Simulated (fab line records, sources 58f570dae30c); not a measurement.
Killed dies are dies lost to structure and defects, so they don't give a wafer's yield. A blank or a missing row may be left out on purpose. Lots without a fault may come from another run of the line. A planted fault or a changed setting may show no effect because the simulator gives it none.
Chamber matching | flow berkeley_cmos170 | UCB170_PSD_CLEAN_11 on wet_bench-01: 3 sister chambers
The step cleans in SPM, time 600 s. 14 wafers are shown with their chamber, then 4 later ones without.

WAFERS WITH THEIR CHAMBER
wafer  | chamber | bath_guard_temp_C (C) | bath_heat_duty_pct (%)
L430.1 | 3       | 119.9                 | 12.7
L430.2 | 3       | 119.6                 | 11.0
L430.3 | 3       | 119.7                 | 12.6
L436.1 | 1       | 120.0                 | 13.1
L436.4 | 1       | 119.8                 | 13.7
L436.5 | 1       | 120.2                 | 13.1
L438.1 | 2       | 119.8                 | 10.8
L438.2 | 2       | 119.8                 | 11.7
L438.6 | 2       | 119.5                 | 11.7
L441.1 | 1       | 120.1                 | 13.7
L441.2 | 1       | 120.3                 | 12.9
L441.6 | 1       | 120.2                 | 13.0
L445.2 | 2       | 119.4                 | 12.4
L445.3 | 2       | 119.7                 | 11.3

SIGNATURES (means of the wafers above)
reading            | chamber 1 | chamber 2 | chamber 3 | scatter within a chamber
bath_guard_temp_C  | 120.100   | 119.640   | 119.733   | 0.175
bath_heat_duty_pct | 13.250    | 11.580    | 12.100    | 0.591
Rule: a wafer's distance from a chamber is the root of the sum, over the readings, of the square of ((its reading less the chamber's mean) divided by the reading's scatter). The wafer belongs to the nearest chamber; if the next one is less than 2 further off, it can't be placed. The scatter: the root of (the sum of the squares of (reading less its chamber's mean) over the shown wafers, divided by (wafers less chambers)).

WAFERS WITHOUT THEIR CHAMBER
wafer  | bath_guard_temp_C (C) | bath_heat_duty_pct (%)
L445.5 | 119.7                 | 10.9
L447.1 | 120.1                 | 12.8
L447.4 | 120.4                 | 13.3
L447.6 | 120.1                 | 12.8

WHICH CHAMBER EACH WENT THROUGH
wafer  | from the rows above     | in truth
L445.5 | can't be placed: 2 or 3 | 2
L447.1 | can't be placed: 1 or 3 | 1
L447.4 | 1                       | 1
L447.6 | can't be placed: 1 or 3 | 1
Placed correctly: 1 of 4. Can't be placed from these rows: 3 (the true chamber is among the candidates in 3). Placed wrongly: 0.
